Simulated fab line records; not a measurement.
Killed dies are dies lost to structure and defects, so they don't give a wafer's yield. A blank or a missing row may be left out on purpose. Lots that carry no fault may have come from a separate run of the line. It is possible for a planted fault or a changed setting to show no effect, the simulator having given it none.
Split-lot study + flow rit-cmos + route with 202 steps; 5 lots, 23 wafers read

ABOUT THE SPLIT
At RIT_FOX2_OXIDATION_00 (target thk 350.7 nm, ox time 1130 s), the setting ox-time-s was moved away from the recipe's 1130 s on 10 of the 23 wafers read, by -4.0% to +11.8%. All remaining wafers had this setting at the recipe value.

Reading taken at the split's own step.

THE READING
SiO2_of_FOX2_OXIDATION_00.thk-nm (the simulator's own value, which no gauge read), in nm, at RIT_FOX2_OXIDATION_00 (target thk 350.7 nm, ox time 1130 s). The file does not state a usual value for it. Average 355.1 nm, standard deviation 5.3 nm, over the 13 wafers here run with the recipe.

| wafer  | tool, chamber at the split | ox-time-s as run, s | against the recipe | SiO2_of_FOX2_OXIDATION_00.thk-nm, nm | against lot-mates on the recipe |
|--------|----------------------------|---------------------|--------------------|--------------------------------------|---------------------------------|
| L074.1 | -, -                       | 1085                | -4.0%              | 342.7                                | no lot-mate on the recipe       |
| L074.2 | -, -                       | 1085                | -4.0%              | 346.5                                | no lot-mate on the recipe       |
| L074.3 | -, -                       | 1085                | -4.0%              | 352.3                                | no lot-mate on the recipe       |
| L074.4 | -, -                       | 1085                | -4.0%              | 347.1                                | no lot-mate on the recipe       |
| L074.6 | -, -                       | 1085                | -4.0%              | 340.1                                | no lot-mate on the recipe       |
| L077.2 | -, -                       | 1130                | recipe             | 350.6                                | -                               |
| L077.3 | -, -                       | 1130                | recipe             | 354.2                                | -                               |
| L077.4 | -, -                       | 1130                | recipe             | 350.3                                | -                               |
| L077.5 | -, -                       | 1130                | recipe             | 352.4                                | -                               |
| L077.6 | -, -                       | 1130                | recipe             | 358.7                                | -                               |
| L079.1 | -, -                       | 1130                | recipe             | 358.3                                | -                               |
| L079.2 | -, -                       | 1130                | recipe             | 360.2                                | -                               |
| L079.3 | -, -                       | 1130                | recipe             | 365                                  | -                               |
| L079.4 | -, -                       | 1130                | recipe             | 358                                  | -                               |
| L079.5 | -, -                       | 1130                | recipe             | 361.9                                | -                               |
| L082.1 | -, -                       | 1263                | +11.8%             | 376.4                                | no lot-mate on the recipe       |
| L082.2 | -, -                       | 1263                | +11.8%             | 378                                  | no lot-mate on the recipe       |
| L082.4 | -, -                       | 1263                | +11.8%             | 377                                  | no lot-mate on the recipe       |
| L082.5 | -, -                       | 1263                | +11.8%             | 368.1                                | no lot-mate on the recipe       |
| L082.6 | -, -                       | 1263                | +11.8%             | 370.1                                | no lot-mate on the recipe       |
| L085.2 | furnace-01, 0              | 1130                | recipe             | 348.7                                | -                               |
| L085.4 | furnace-01, 0              | 1130                | recipe             | 350.2                                | -                               |
| L085.5 | furnace-01, 0              | 1130                | recipe             | 347.8                                | -                               |

FIT RESULTS
A straight line over all 23 wafers: SiO2_of_FOX2_OXIDATION_00.thk-nm changes by +1.72 nm for each +1% of ox-time-s; r = +0.89; the points scatter about the line by 5.2 nm.
Too few moved wafers with a lot-mate on the recipe to fit a line net of each lot's own level.

FILE'S OWN FIT
SiO2_of_FOX2_OXIDATION_00.thk-nm changes by +1.72 nm for each +1% of ox-time-s, r = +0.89.
